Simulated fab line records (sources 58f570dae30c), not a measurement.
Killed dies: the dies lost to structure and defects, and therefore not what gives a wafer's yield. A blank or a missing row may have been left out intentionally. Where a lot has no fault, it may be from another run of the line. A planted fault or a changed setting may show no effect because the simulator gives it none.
Chamber matching | flow berkeley_cmos170 | UCB170_V1_CMP_02 on cmp-02: 4 sister chambers
The step polishes SiO2. 16 wafers are shown with their chamber, then 8 later ones without.

== WAFERS WITH THEIR CHAMBER ==
wafer  | chamber | motor_current_A (A) | platen_rpm (rpm) | slurry_filter_dp_kPa (kPa)
L578.2 | 3       | 14.1                | 59.96            | 13.38
L578.4 | 2       | 16.1                | 59.96            | 13.30
L578.6 | 2       | 17.0                | 60.01            | 13.41
L582.3 | 3       | 13.9                | 60.07            | 13.53
L582.5 | 2       | 16.9                | 59.99            | 13.48
L582.6 | 1       | 14.8                | 59.97            | 13.56
L585.1 | 2       | 16.4                | 60.01            | 13.25
L585.4 | 1       | 15.0                | 59.97            | 13.61
L585.6 | 0       | 17.1                | 59.97            | 13.50
L591.2 | 3       | 13.8                | 60.07            | 13.60
L591.3 | 1       | 15.0                | 59.96            | 13.44
L591.4 | 0       | 17.5                | 60.02            | 13.47
L595.1 | 0       | 16.0                | 60.00            | 13.51
L595.3 | 2       | 15.5                | 59.95            | 13.42
L595.5 | 2       | 17.0                | 60.02            | 13.59
L597.2 | 3       | 14.2                | 60.03            | 13.65

SIGNATURES (means of the wafers above)
reading              | chamber 0 | chamber 1 | chamber 2 | chamber 3 | scatter within a chamber
motor_current_A      | 16.867    | 14.933    | 16.483    | 14.000    | 0.513
platen_rpm           | 59.9967   | 59.9667   | 59.9900   | 60.0325   | 0.0337
slurry_filter_dp_kPa | 13.4933   | 13.5367   | 13.4083   | 13.5400   | 0.105
Rule: a wafer lies at a distance from a chamber equal to the root of the sum of squares, over the readings, of (its reading less the chamber's mean, divided by the reading's scatter). The wafer belongs to the nearest chamber; if the next one is less than 2 further off, it can't be placed. The scatter is the square root of a quotient: the sum, over the shown wafers, of each reading's squared deviation from its chamber's mean, divided by wafers minus chambers.

== WAFERS WITH NO CHAMBER GIVEN ==
wafer  | motor_current_A (A) | platen_rpm (rpm) | slurry_filter_dp_kPa (kPa)
L597.3 | 15.1                | 59.99            | 13.54
L597.6 | 16.0                | 59.97            | 13.66
L600.1 | 16.6                | 60.01            | 13.62
L600.3 | 17.1                | 60.02            | 13.64
L600.6 | 15.9                | 60.00            | 13.41
L601.1 | 15.1                | 59.94            | 13.31
L601.2 | 15.0                | 60.00            | 13.29
L601.5 | 14.2                | 60.01            | 13.16

== THE CHAMBER EACH PASSED THROUGH ==
wafer  | from the rows above               | in truth
L597.3 | can't be placed: 1 or 3           | 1
L597.6 | can't be placed: 1 or 0 or 2      | 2
L600.1 | can't be placed: 0 or 2           | 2
L600.3 | can't be placed: 0 or 2           | 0
L600.6 | can't be placed: 2 or 0 or 1      | 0
L601.1 | can't be placed: 1 or 2 or 3 or 0 | 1
L601.2 | can't be placed: 1 or 2 or 3 or 0 | 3
L601.5 | can't be placed: 3 or 1 or 2      | 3
Placed correctly: 0 of 8. Cannot be placed on the basis of these rows: 8; the candidates contain the true chamber in 8. Placed wrongly: 0.
